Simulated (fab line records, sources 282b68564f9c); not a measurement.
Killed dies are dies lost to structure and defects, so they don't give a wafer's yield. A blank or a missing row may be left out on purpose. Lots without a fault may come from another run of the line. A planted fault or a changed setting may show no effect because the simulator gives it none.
Which tool did it? | flow rit_cmos | 7 lots, 21 wafers sampled, at 2 steps of a route of 202

WHAT THE GAUGES READ, wafer by wafer
RIT_GATE_THK_MEAS_09.
lot  | measured    | on            | GATE_POLY_THK (nm)
L178 | day 2 20:18 | film_metro-01 | 247.8 250.2 248.6
L180 | day 3 05:59 | film_metro-04 | 250.9 248.9 249.9
L183 | day 3 18:11 | film_metro-04 | 253.5 254.7 252.2
L186 | day 4 08:40 | film_metro-03 | 249.8 251.7 250.8
L194 | day 6 00:09 | film_metro-04 | 246.0 249.2 247.3
L196 | day 6 12:16 | film_metro-01 | 248.2 248.4 248.5
L199 | day 7 03:33 | film_metro-03 | 249.9 247.9 249.5

WHICH TOOL RAN EACH LOT (tool, then ch and the chambers of the sampled wafers, then the start)
lot  | RIT_NRETRO_STRIP_09
L178 | plasma_asher-01 ch 0,1, day 2 11:53
L180 | plasma_asher-01 ch 0,1, day 2 23:19
L183 | plasma_asher-03 ch 0,1, day 3 12:38
L186 | plasma_asher-03 ch 0,1, day 4 03:23
L194 | plasma_asher-03 ch 0,1, day 5 18:19
L196 | plasma_asher-01 ch 0,1, day 6 04:47
L199 | plasma_asher-02 ch 0,1, day 6 20:28
- RIT_NRETRO_STRIP_09: strips in O2, time 180 s.

THE ANSWER, worked out from the rows above alone
Rule: what is usual is taken from the lots themselves. Put in order of their means at a reading, lots are off if they are a third of the lots or fewer, leave a main group of 4 or more, and stand apart from it by a gap of 3 or more times the standard deviation of the main group's means; of several such gaps the widest counts. A main group whose means are all the same, to the digits that the tables above print for the reading, isn't used. A lot without any number at a reading at which 4 lots or more have one is off too. The other lots that the step has rows for count as sound.
No lot is off at any reading shown: from this, nothing can be told.

WHAT THE SIMULATOR HAD PUT IN
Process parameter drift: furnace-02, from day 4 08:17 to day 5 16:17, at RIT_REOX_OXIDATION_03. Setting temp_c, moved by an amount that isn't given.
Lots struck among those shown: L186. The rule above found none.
